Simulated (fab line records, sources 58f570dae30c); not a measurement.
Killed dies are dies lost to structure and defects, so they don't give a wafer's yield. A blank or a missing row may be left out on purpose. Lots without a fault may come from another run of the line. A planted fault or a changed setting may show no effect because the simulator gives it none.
fab line records | flow berkeley_cmos170 | part 1 of 2: steps 1 to 27 of 37
record lots=5 wafers=15 last_day=12
route steps=331 shown ACTIVE@74 PFIELD@79 FIELD@89 SACOX@97 SCREENOX@100 NVT@104
lots that met no fault: from a run of the same line without faults
start_h: hours from the record's first day to the start of the lot's first wafer shown | wait_h: hours since the lot's step before | " the same as in the row above | L1.1+2: a row that stands for several wafers | - no value, or no start given | * or withheld: withheld | < > ~ a bound
route shown NAME@n: a module of which the file shows steps, and the number in the route of the first | usual: mean/standard deviation of fault-free wafers | same: alike in all rows | chamber/n: place in a boat | sites: the reading at each site | _std_site: their standard deviation | _edge_site: outer sites' mean less inner sites' | radius_mm: how far each site lies from the wafer's centre | mask NAME#n: copy n | behind: the tool/chamber that last shaped the wafer | hold: why the lot was held/for how many hours/how that ended | device: the transistor (n, p or np) that didn't switch | end of line: the same wafers' tests at the end of the route | a step without rows: its recipe alone | killed: dies lost to structure and defects at the first sort, not the wafer's yield | map: a wafer's dies, x killed, . not, _ none there
set.NAME: the setting as run; set.NAME@STEP: as run at that earlier step | model.NAME: the simulator's own value behind a step, which no gauge read
lots at some steps of the route; a table a step, a row a wafer
services: from which hour (start_h, from the record's first day; less than 0 if before it) a tool's chamber was out of use, for how many hours, and why
## steps
# step UCB170_ACTIVE_OVL_MEAS_14
# usual ACTIVE_OVL=3/5.4
# columns lot.wafer tool chamber start_h wait_h ACTIVE_OVL[nm]
L081.1 overlay-01 - 112.74 0.1 -1
L081.4 " - " " -2
L081.5 " - " " -1
L084.2 overlay-01 - 128.26 0.1 3
L084.3 " - " " 2
L084.6 " - " " 3
L087.1 overlay-01 - 156.75 0.1 4
L087.2 " - " " 10
L087.3 " - " " 6
L091.2 overlay-01 - 159.52 0.1 0
L091.3 " - " " 0
L091.6 " - " " 0
L097.2 overlay-02 - 203.38 0.1 10
L097.3 " - " " 1
L097.4 " - " " 4
# step UCB170_ACTIVE_ETCH_15
# recipe chemistry=CH3F/Ar/O2 target=Si3N4 stop_on=SiO2 CH3F_flow_sccm=20 Ar_flow_sccm=50 O2_flow_sccm=7 pressure_mtorr=50 rf_w=450 target_depth_a=2420 over_etch_frac=0.1 time_s=151
# usual drypump_motor_current_A=5.3/0.48 oes_product_au=0.938/0.019 throttle_valve_pct=8.07/0.13
# columns lot.wafer tool chamber start_h wait_h drypump_motor_current_A oes_product_au rf_hours_counter_h throttle_valve_pct
L081.1 rie_diel-04 3 112.78 0.0 5.5 0.961 148 8.24
L081.4 " 0 " " 5.1 0.948 - 8.07
L081.5 " 1 " " 5.6 0.960 - 8.07
L084.2 rie_diel-01 3 128.29 0.0 4.8 0.911 39 7.84
L084.3 " 1 " " 5.6 0.923 35 7.87
L084.6 " 3 " " 4.9 0.914 - 7.86
L087.1 rie_diel-01 0 156.79 0.0 5.4 0.938 120 8.32
L087.2 " 2 " " 6.2 0.943 0 8.11
L087.3 " 1 " " 5.6 0.933 35 7.88
L091.2 rie_diel-04 0 159.55 0.0 5.1 0.962 67 8.07
L091.3 " 1 " " 5.6 0.963 14 8.09
L091.6 " 0 " " 5.1 0.969 - 8.10
L097.2 rie_diel-04 0 203.41 0.0 5.1 0.947 70 8.08
L097.3 " 0 " " 5.1 0.951 - 8.08
L097.4 " 2 " " 6.3 0.911 - 8.11
# step UCB170_ACTIVE_STRIP_16
# recipe chemistry=O2 power_w=400 pressure_mtorr=3500 platen_temp_c=withheld o2_flow_sccm=400 overash_fraction=0.5
# usual drypump_motor_current_A=5.9/0.46 oes_product_au=0.722/0.0039 strip_time_to_endpoint_s=18.11/0.092
# columns lot.wafer tool chamber start_h wait_h drypump_motor_current_A oes_product_au rf_hours_counter_h strip_time_to_endpoint_s
L081.1 plasma_asher-04 0 112.88 0.1 6.4 0.719 38 18.20
L081.4 " 0 " " 6.4 0.716 - 18.05
L081.5 " 1 " " 6.0 0.723 - 17.97
L084.2 plasma_asher-02 0 128.40 0.1 5.1 0.723 42 18.19
L084.3 " 1 " " 5.9 0.725 - 18.24
L084.6 " 1 " " 5.9 0.718 - 18.12
L087.1 plasma_asher-02 0 156.89 0.1 5.1 0.721 44 17.99
L087.2 " 1 " " 5.9 0.726 44 18.25
L087.3 " 1 " " 6.0 0.721 - 18.22
L091.2 plasma_asher-04 1 159.65 0.1 6.0 0.717 43 17.97
L091.3 " 0 " " 6.4 0.720 - 17.92
L091.6 " 0 " " 6.4 0.726 - 18.04
L097.2 plasma_asher-03 1 203.56 0.1 5.6 0.727 9 18.15
L097.3 " 1 " " 5.6 0.721 - 18.17
L097.4 " 0 " " 6.3 0.728 - 18.18
# step UCB170_ACTIVE_CD_MEAS_90
# recipe target_cd_nm=1200
# usual cd_nm=1200.2/1.3
# columns lot.wafer tool chamber start_h wait_h cd_nm
L081.1 cd_sem-01 - 112.98 0.1 1200.1
L081.4 " - " " 1199.5
L081.5 " - " " 1200.4
L084.2 cd_sem-01 - 128.52 0.1 1199.4
L084.3 " - " " 1200.2
L084.6 " - " " 1202.4
L087.1 cd_sem-02 - 157.35 0.4 1200.9
L087.2 " - " " 1201.8
L087.3 " - " " 1203.0
L091.2 cd_sem-01 - 159.86 0.2 1199.5
L091.3 " - " " 1199.7
L091.6 " - " " 1198.6
L097.2 cd_sem-02 - 203.68 0.1 1200.5
L097.3 " - " " 1200.3
L097.4 " - " " 1200.1
# step UCB170_ACTIVE_CLEAN_17
# recipe chemistry=SPM temp_c=120 time_s=600
# columns lot.wafer tool chamber start_h wait_h
L081.1+4+5 wet_bench-02 0 113.10 0.1
L084.2+3+6 wet_bench-02 1 130.28 1.7
L087.1+2+3 wet_bench-03 3 157.64 0.3
L091.2+3+6 wet_bench-03 1 159.96 0.1
L097.2+3+4 wet_bench-01 0 204.18 0.5
# step UCB170_PFIELD_HMDS_00
# recipe prime_time_s=60 prime_temp_c=100
# usual resist_line_temp_C=23.01/0.094
# columns lot.wafer tool chamber start_h wait_h resist_line_temp_C
L081.1 litho_track-02 0 113.27 0.0 22.95
L081.4 " 0 " " 23.14
L081.5 " 0 " " 22.98
L084.2 litho_track-03 0 130.48 0.0 23.03
L084.3 " 0 " " 22.86
L084.6 " 0 " " 22.75
L087.1 litho_track-01 0 157.94 0.1 23.06
L087.2 " 0 " " 23.03
L087.3 " 0 " " 22.95
L091.2 litho_track-01 0 160.18 0.0 22.97
L091.3 " 0 " " 23.11
L091.6 " 0 " " 23.02
L097.2 litho_track-03 0 204.84 0.5 23.09
L097.3 " 0 " " 23.14
L097.4 " 0 " " 23.19
# step UCB170_PFIELD_COAT_01
# recipe resist=KrF spin_rpm=1500 resist_thk_nm=900
# usual resist_line_temp_C=23.00/0.11 spin_speed_rpm=1499.9/1
# columns lot.wafer tool chamber start_h wait_h resist_line_temp_C spin_speed_rpm
L081.1 litho_track-02 0 113.42 0.1 22.93 1500.3
L081.4 " 0 " " 22.80 1499.6
L081.5 " 0 " " 22.93 1500.2
L084.2 litho_track-03 0 130.63 0.1 23.02 1501.2
L084.3 " 0 " " 22.95 1498.6
L084.6 " 0 " " 22.99 1499.5
L087.1 litho_track-01 0 158.09 0.1 23.10 1499.4
L087.2 " 0 " " 23.10 1501.9
L087.3 " 0 " " 23.01 1500.5
L091.2 litho_track-01 0 160.33 0.1 22.91 1499.9
L091.3 " 0 " " 22.96 1499.9
L091.6 " 0 " " 23.05 1499.4
L097.2 litho_track-03 0 204.99 0.1 22.95 1501.2
L097.3 " 0 " " 22.93 1501.0
L097.4 " 0 " " 22.98 1499.6
# step UCB170_PFIELD_SOFTBAKE_02
# recipe resist=KrF temp_c=130 time_s=60
# usual resist_line_temp_C=23.01/0.13
# columns lot.wafer tool chamber start_h wait_h resist_line_temp_C
L081.1 litho_track-02 0 113.57 0.1 23.04
L081.4 " 0 " " 23.13
L081.5 " 0 " " 23.07
L084.2 litho_track-03 0 130.78 0.1 23.19
L084.3 " 0 " " 23.04
L084.6 " 0 " " 23.26
L087.1 litho_track-01 0 158.24 0.1 22.91
L087.2 " 0 " " 22.93
L087.3 " 0 " " 22.97
L091.2 litho_track-01 0 160.48 0.1 22.98
L091.3 " 0 " " 22.99
L091.6 " 0 " " 23.09
L097.2 litho_track-03 0 205.14 0.1 22.89
L097.3 " 0 " " 22.71
L097.4 " 0 " " 22.92
# step UCB170_PFIELD_EXPOSE_03
# recipe mask_id=PFIELD na=0.5 sigma_outer=0.6 source_shape=conventional target_cd_nm=1500 dose_mj=30
# same sigma_outer=0.6
# columns lot.wafer tool chamber start_h wait_h mask
L081.1+4+5 krf_scanner-01 0 113.85 0.2 PFIELD#0
L084.2+3+6 krf_scanner-02 0 131.05 0.2 PFIELD#0
L087.1+2+3 krf_scanner-02 0 158.52 0.2 PFIELD#0
L091.2+3+6 krf_scanner-02 0 160.75 0.2 PFIELD#0
L097.2+3+4 krf_scanner-02 0 205.62 0.5 PFIELD#0
# step UCB170_PFIELD_PEB_04
# recipe peb_temp_c=130 peb_time_s=withheld resist=KrF
# usual resist_line_temp_C=23.01/0.093
# columns lot.wafer tool chamber start_h wait_h resist_line_temp_C
L081.1 litho_track-02 0 114.26 0.4 23.05
L081.4 " 0 " " 23.11
L081.5 " 0 " " 23.16
L084.2 litho_track-03 0 131.38 0.3 23.04
L084.3 " 0 " " 22.95
L084.6 " 0 " " 22.97
L087.1 litho_track-01 0 158.84 0.3 23.01
L087.2 " 0 " " 23.12
L087.3 " 0 " " 22.96
L091.2 litho_track-03 0 160.87 0.1 23.03
L091.3 " 0 " " 23.06
L091.6 " 0 " " 22.98
L097.2 litho_track-01 0 206.02 0.4 22.97
L097.3 " 0 " " 22.92
L097.4 " 0 " " 22.98
# step UCB170_PFIELD_DEVELOP_05
# recipe developer=TMAH develop_time_s=45 resist=KrF dev_temp_c=21
# usual resist_line_temp_C=23.01/0.11
# columns lot.wafer tool chamber start_h wait_h resist_line_temp_C
L081.1 litho_track-02 0 - - 23.05
L081.4 " 0 " " 23.02
L081.5 " 0 " " 23.04
L084.2 litho_track-03 0 - - 22.98
L084.3 " 0 " " 23.03
L084.6 " 0 " " 23.02
L087.1 litho_track-01 0 - - 23.20
L087.2 " 0 " " 22.96
L087.3 " 0 " " 22.99
L091.2 litho_track-03 0 - - 22.82
L091.3 " 0 " " 22.85
L091.6 " 0 " " 22.91
L097.2 litho_track-01 0 - - 23.00
L097.3 " 0 " " 22.97
L097.4 " 0 " " 22.98
# step UCB170_PFIELD_OVL_MEAS_06
# usual PFIELD_OVL=2/6.5
# columns lot.wafer tool chamber start_h wait_h PFIELD_OVL[nm]
L081.1 overlay-01 - 114.53 - 2
L081.4 " - " " 12
L081.5 " - " " 12
L084.2 overlay-02 - 131.64 - 0
L084.3 " - " " -2
L084.6 " - " " -6
L087.1 overlay-01 - 159.12 - -5
L087.2 " - " " -5
L087.3 " - " " -3
L091.2 overlay-02 - 161.13 - 2
L091.3 " - " " 4
L091.6 " - " " -3
L097.2 overlay-01 - 206.27 - -5
L097.3 " - " " -6
L097.4 " - " " -7
# step UCB170_PFIELD_IMPLANT_07
# recipe species=B dose_cm2=2e+13 energy_kev=80 tilt_deg=7
# usual beam_energy_keV=80.004/0.023
# columns lot.wafer tool chamber start_h wait_h beam_energy_keV
L081.1 implanter-01 0 114.57 0.0 79.995
L081.4 " 0 " " 79.995
L081.5 " 0 " " 79.989
L084.2 implanter-02 0 131.69 0.0 79.993
L084.3 " 0 " " 80.009
L084.6 " 0 " " 80.021
L087.1 implanter-02 0 159.15 0.0 79.967
L087.2 " 0 " " 79.990
L087.3 " 0 " " 79.973
L091.2 implanter-01 0 161.18 0.0 79.997
L091.3 " 0 " " 79.978
L091.6 " 0 " " 79.986
L097.2 implanter-01 0 206.33 0.0 79.980
L097.3 " 0 " " 79.992
L097.4 " 0 " " 80.022
# step UCB170_PFIELD_STRIP_08
# recipe chemistry=O2 power_w=400 pressure_mtorr=3500 platen_temp_c=withheld o2_flow_sccm=400 overash_fraction=0.5
# usual drypump_motor_current_A=5.6/0.48 oes_product_au=0.734/0.0047 strip_time_to_endpoint_s=21.62/0.074
# columns lot.wafer tool chamber start_h wait_h drypump_motor_current_A oes_product_au rf_hours_counter_h strip_time_to_endpoint_s
L081.1 plasma_asher-02 1 114.72 0.1 5.9 0.727 40 21.59
L081.4 " 1 " " 6.0 0.741 - 21.59
L081.5 " 1 " " 5.9 0.742 - 21.58
L084.2 plasma_asher-02 0 131.82 0.1 5.0 0.736 42 21.69
L084.3 " 1 " " 5.9 0.733 - 21.71
L084.6 " 1 " " 5.9 0.733 - 21.68
L087.1 plasma_asher-02 0 159.30 0.1 5.0 0.733 45 21.65
L087.2 " 1 " " 5.9 0.732 45 21.64
L087.3 " 1 " " 5.9 0.730 - 21.61
L091.2 plasma_asher-02 0 161.31 0.1 5.1 0.735 45 21.55
L091.3 " 1 " " 5.9 0.730 - 21.54
L091.6 " 1 " " 5.9 0.734 - 21.53
L097.2 plasma_asher-04 1 206.45 0.1 6.0 0.736 48 21.67
L097.3 " 0 " " 6.4 0.736 - 21.77
L097.4 " 1 " " 6.0 0.738 - 21.72
# step UCB170_PFIELD_TW_MEAS_09
# usual PFIELD_TW=602/3.3
# columns lot.wafer tool chamber start_h wait_h PFIELD_TW
L081.1 film_metro-03 - 114.82 0.1 600
L081.4 " - " " 600
L081.5 " - " " 600
L084.2 film_metro-02 - 131.93 0.1 603
L084.3 " - " " 603
L084.6 " - " " 603
L087.1 film_metro-02 - 159.40 0.1 600
L087.2 " - " " 606
L087.3 " - " " 602
L091.2 film_metro-03 - 161.42 0.1 595
L091.3 " - " " 599
L091.6 " - " " 596
L097.2 film_metro-01 - 206.56 0.1 605
L097.3 " - " " 605
L097.4 " - " " 603
# step UCB170_FIELD_CLEAN_00
# recipe chemistry=dHF dilution=25:1 time_s=7.5
# columns lot.wafer tool chamber start_h wait_h
L081.1+4+5 wet_bench-04 0 114.88 0.1
L084.2+3+6 wet_bench-02 1 131.98 0.0
L087.1+2+3 wet_bench-01 2 160.40 1.0
L091.2+3+6 wet_bench-04 0 161.47 0.0
L097.2+3+4 wet_bench-02 0 206.64 0.1
# step UCB170_FIELD_OXIDATION_01
# recipe temp_c=1000 ambient=H2O p_h2o_torr=584.62 target_thk_a=5583 ox_time_s=7200
# usual ox_temp_c_max=1005.5/1.1 spike_tc_centre_C=1002.2/1.2 zone_power_source_pct=32/4.3
# same ox_time_s=7200
# columns lot.wafer tool chamber start_h wait_h ox_temp_c_max spike_tc_centre_C zone_power_source_pct
L081.1 furnace-04 0 119.39 4.5 1004.1 1000.4 32
L081.4 " 0 " " 1004.8 1000.1 32
L081.5 " 0 " " 1003.4 1001.1 32
L084.2 furnace-02 0 137.11 5.1 1006.9 1001.7 36
L084.3 " 0 " " 1004.1 1002.4 37
L084.6 " 0 " " 1006.1 1003.3 37
L087.1 furnace-03 0 164.22 3.8 1005.3 1003.9 27
L087.2 " 0 " " 1004.6 1002.4 28
L087.3 " 0 " " 1004.7 1003.5 27
L091.2 furnace-03 0 164.22 2.7 1005.1 1003.8 27
L091.3 " 0 " " 1005.2 1002.6 27
L091.6 " 0 " " 1003.9 1001.3 27
L097.2 furnace-03 0 208.84 2.2 1004.6 1002.2 27
L097.3 " 0 " " 1005.3 1001.3 28
L097.4 " 0 " " 1004.6 1004.6 28
# step UCB170_FIELD_THK_MEAS_02
# recipe reads=SiO2_of_FIELD_OXIDATION_01
# usual FIELD_OXIDE_THK=553/8.1
# columns lot.wafer tool chamber start_h wait_h FIELD_OXIDE_THK[nm]
L081.1 film_metro-01 - 122.39 0.0 550
L081.4 " - " " 543
L081.5 " - " " 555
L084.2 film_metro-01 - 140.12 0.0 542
L084.3 " - " " 542
L084.6 " - " " 539
L091.2 film_metro-04 - 167.23 0.0 562
L091.3 " - " " 566
L091.6 " - " " 560
L087.1 film_metro-04 - 167.28 0.1 552
L087.2 " - " " 537
L087.3 " - " " 547
L097.2 film_metro-01 - 211.85 0.0 573
L097.3 " - " " 567
L097.4 " - " " 567
# step UCB170_FIELD_ANNEAL_03
# recipe temp_c=1000 time_s=1200 ambient=N2
# usual spike_tc_centre_C=1002.0/1.1 zone_power_source_pct=33/3.9
# columns lot.wafer tool chamber start_h wait_h spike_tc_centre_C zone_power_source_pct
L081.1 furnace-02 0 128.33 5.9 1000.9 37
L081.4 " 0 " " 1001.4 37
L081.5 " 0 " " 1000.5 37
L084.2 furnace-04 0 143.77 3.6 998.6 32
L084.3 " 0 " " 1002.4 32
L084.6 " 0 " " 1000.8 32
L087.1 furnace-02 0 169.26 2.0 1002.7 37
L087.2 " 0 " " 1001.9 37
L087.3 " 0 " " 1002.5 37
L091.2 furnace-02 0 169.26 2.0 1002.3 37
L091.3 " 0 " " 1002.3 36
L091.6 " 0 " " 1001.7 36
L097.2 furnace-03 0 215.94 4.1 1001.8 27
L097.3 " 0 " " 1001.9 27
L097.4 " 0 " " 1001.6 27
# step UCB170_FIELD_WET_ETCH_04
# recipe chemistry=dHF dilution=10:1 target=SiO2 temp_c=25 time_s=60
# columns lot.wafer tool chamber start_h wait_h
L081.1+4+5 wet_bench-04 0 129.91 0.3
L084.2+3+6 wet_bench-04 0 145.10 0.0
L087.1+2+3 wet_bench-02 3 171.57 1.0
L091.2+3+6 wet_bench-02 1 171.57 1.0
L097.2+3+4 wet_bench-04 1 217.27 0.0
# step UCB170_FIELD_WET_ETCH_05
# recipe chemistry=H3PO4 target=Si3N4 temp_c=160 time_s=12600
# columns lot.wafer tool chamber start_h wait_h
L081.1+4+5 wet_bench-04 2 129.94 0.0
L084.2+3+6 wet_bench-04 1 145.15 0.0
L087.1+2+3 wet_bench-02 0 171.94 0.3
L091.2+3+6 wet_bench-02 1 171.94 0.3
L097.2+3+4 wet_bench-04 0 217.30 0.0
# step UCB170_FIELD_WET_ETCH_06
# recipe chemistry=BOE dilution=5:1 target=SiO2 temp_c=25 time_s=22
# columns lot.wafer tool chamber start_h wait_h
L081.1+4+5 wet_bench-01 3 133.45 0.0
L084.2+3+6 wet_bench-04 2 148.66 0.0
L087.1+2+3 wet_bench-01 0 175.53 0.1
L091.2+3+6 wet_bench-01 1 175.53 0.1
L097.2+3+4 wet_bench-01 1 221.13 0.0
# step UCB170_FIELD_THK_MEAS_90
# recipe reads=SiO2_of_FIELD_OXIDATION_01
# usual FIELD_OXIDE_LEFT_1_THK=436/8.2
# columns lot.wafer tool chamber start_h wait_h FIELD_OXIDE_LEFT_1_THK[nm]
L081.1 film_metro-02 - 133.46 0.0 434
L081.4 " - " " 427
L081.5 " - " " 439
L084.2 film_metro-01 - 148.69 0.0 426
L084.3 " - " " 425
L084.6 " - " " 422
L087.1 film_metro-02 - 175.55 0.0 435
L087.2 " - " " 420
L087.3 " - " " 431
L091.2 film_metro-01 - 175.62 0.1 445
L091.3 " - " " 448
L091.6 " - " " 444
L097.2 film_metro-04 - 221.15 0.0 457
L097.3 " - " " 450
L097.4 " - " " 450
# step UCB170_SACOX_CLEAN_00
# recipe chemistry=dHF dilution=25:1 time_s=7.5
# columns lot.wafer tool chamber start_h wait_h
L081.1+4+5 wet_bench-03 0 133.52 0.1
L084.2+3+6 wet_bench-04 2 148.74 0.0
L087.1+2+3 wet_bench-03 2 177.74 2.2
L091.2+3+6 wet_bench-03 2 177.74 2.1
L097.2+3+4 wet_bench-03 0 221.20 0.0
# step UCB170_SACOX_OXIDATION_01
# recipe temp_c=900 ambient=O2 target_thk_a=144 ox_time_s=2400
# usual ox_temp_c_max=905.2/1 spike_tc_centre_C=903.0/1.2 zone_power_source_pct=23.3/2.8
# same ox_time_s=2400
# columns lot.wafer tool chamber start_h wait_h ox_temp_c_max spike_tc_centre_C zone_power_source_pct
L081.1 furnace-03 0 136.65 3.1 904.0 904.2 21.4
L081.4 " 0 " " 904.4 902.2 21.3
L081.5 " 0 " " 903.5 903.7 21.3
L084.2 furnace-02 0 149.28 0.5 906.5 902.8 29.1
L084.3 " 0 " " 905.3 901.5 29.1
L084.6 " 0 " " 905.4 900.8 28.9
L087.1 furnace-01 0 179.94 2.2 905.1 902.0 24.3
L087.2 " 0 " " 905.3 905.5 24.3
L087.3 " 0 " " 904.8 902.9 23.8
L091.2 furnace-01 0 179.94 2.2 905.1 904.7 24.6
L091.3 " 0 " " 905.9 905.4 24.6
L091.6 " 0 " " 905.0 904.6 24.3
L097.2 furnace-03 0 223.95 2.7 905.2 902.1 21.0
L097.3 " 0 " " 906.2 902.9 21.4
L097.4 " 0 " " 904.1 902.9 21.6
# step UCB170_SACOX_THK_MEAS_02
# recipe reads=SiO2_of_SACOX_OXIDATION_01
# usual SACOX_OXIDE_THK=14.21/0.26
# columns lot.wafer tool chamber start_h wait_h SACOX_OXIDE_THK[nm]
L081.1 film_metro-03 - 138.32 0.0 13.85
L081.4 " - " " 13.79
L081.5 " - " " 13.86
L084.2 film_metro-03 - 150.96 0.0 13.75
L084.3 " - " " 14.10
L084.6 " - " " 14.04
L087.1 film_metro-03 - 181.60 0.0 14.34
L087.2 " - " " 14.33
L087.3 " - " " 14.20
L091.2 film_metro-01 - 181.61 0.0 13.88
L091.3 " - " " 14.12
L091.6 " - " " 14.09
L097.2 film_metro-03 - 225.63 0.0 14.29
L097.3 " - " " 14.20
L097.4 " - " " 14.34
# step UCB170_SCREENOX_WET_ETCH_00
# recipe chemistry=dHF dilution=25:1 target=SiO2 temp_c=25 time_s=200
# columns lot.wafer tool chamber start_h wait_h
L081.1+4+5 wet_bench-04 2 138.38 0.1
L084.2+3+6 wet_bench-03 2 151.01 0.0
L087.1+2+3 wet_bench-04 2 181.82 0.2
L091.2+3+6 wet_bench-04 3 181.82 0.2
L097.2+3+4 wet_bench-04 2 225.97 0.3
